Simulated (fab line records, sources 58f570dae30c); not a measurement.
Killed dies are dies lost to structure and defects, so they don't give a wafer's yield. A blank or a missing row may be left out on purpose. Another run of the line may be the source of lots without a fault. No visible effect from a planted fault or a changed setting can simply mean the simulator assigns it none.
Comparing a struck lot with a sound one || flow berkeleyCmos170 || 15 out of 331 route steps
Sound: these wafers, L750.2, L750.4, L750.6. Wafers L759.1, L759.4, L759.6 were the ones struck. The cause is named last.
Each step with rows lists, per side, the tool, then ch with its chambers, then its first start. Under that, the readings that differ: sound wafers || struck wafers || difference of the means || sigmas: that difference in standard deviations of wafers without a fault.
alike: same words and numbers on both sides, and readings whose means sit less than 2 such deviations apart. not compared: any withheld reading, any reading some wafer has no value for, any bound like >300 that may hide the same value, and any number with overlapping values for which the record gives no deviation.
Wherever a step has rows on one side only, a row that says differs or no value, or a row with sigmas, the two part there. When numbers do not overlap yet have no deviation, they are printed without sigmas and do not part them. A reading that every wafer of one side lacks parts them only if that side has two wafers or more.

UCB170_M1_RS_MEAS_01: the measuring method here is four-point-probe.
  sound on filmMetro-04, day 7 08:40; struck on filmMetro-03, day 8 23:18
{"reading": "M1_AL_RS (ohm/sq)", "sound": "0.0475 0.0480 0.0476", "struck": "0.0492 0.0492 0.0493", "difference": "+0.0015", "sigmas": "+3"}
UCB170_M1_THK_MEAS_02: measures by xrf.
  sound on filmMetro-04, day 7 08:46; struck on filmMetro-03, day 8 23:25
  alike: M1_AL_THK
then, 6 steps without rows for these wafers: UCB170_M1_COAT_03; UCB170_M1_COAT_04 (resist thk 900 nm); UCB170_M1_SOFTBAKE_05 (time 60 s); UCB170_M1_EXPOSE_06 (exposes mask METAL1, target cd 700 nm); UCB170_M1_PEB_07; UCB170_M1_DEVELOP_08 (develop time 45 s).
UCB170_M1_CD_MEAS_09: target cd 700 nm.
  sound on cdSem-01, day 7 09:48; struck on cdSem-02, day 9 01:11
  alike: cdNm
UCB170_M1_OVL_MEAS_10:
  sound on overlay-02, day 7 09:55; struck on overlay-01, day 9 01:18
  alike: M1_OVL
UCB170_M1_ETCH_11: etches BARC in N2/H2.
  sound on rieDiel-02 ch 1,2, day 7 09:56; struck on rieDiel-02 ch 1, day 9 01:20
  alike: drypumpMotorCurrentA, oesProductAu, throttleValvePct
UCB170_M1_METAL_ETCH_12: etches Al in Cl2/BCl3, stops on PSG, target depth 780 nm, time 130 s.
  sound on rieMetal-04 ch 0,1, day 7 09:59; struck on rieMetal-01 ch 1, day 9 01:24
  alike: drypumpMotorCurrentA, mfcCl2Sccm, oesProductAu, throttleValvePct
  not compared: rfHoursCounterH
UCB170_M1_STRIP_13: strips in O2.
  sound on plasmaAsher-03 ch 1, day 7 10:07; struck on plasmaAsher-03 ch 1, day 9 01:32
{"reading": "o2FlowSccm (sccm)", "sound": "401.4 399.7 401.5", "struck": "481.4 479.8 479.8", "difference": "+79.5", "sigmas": "+61"}
{"reading": "oesProductAu (a.u.)", "sound": "0.718 0.716 0.719", "struck": "0.733 0.733 0.737", "difference": "+0.017", "sigmas": "+3"}
  alike: drypumpMotorCurrentA
  not compared: rfHoursCounterH
UCB170_M1_CD_MEAS_90: target cd 700 nm.
  sound on cdSem-01, day 7 10:14; struck on cdSem-02, day 9 01:43
{"reading": "cdNm (nm)", "sound": "696.4 696.8 698.3", "struck": "703.3 702.9 704.1", "difference": "+6.3", "sigmas": "+2"}
UCB170_M3_PROBE_99:
  the record has rows for the sound wafers here (prober-02, day 8 02:12) and none for the struck ones

WHERE THEY PART
Earliest at UCB170_M1_RS_MEAS_01; latest, in this record, at UCB170_M3_PROBE_99.

WHY: what had been put in by the simulator
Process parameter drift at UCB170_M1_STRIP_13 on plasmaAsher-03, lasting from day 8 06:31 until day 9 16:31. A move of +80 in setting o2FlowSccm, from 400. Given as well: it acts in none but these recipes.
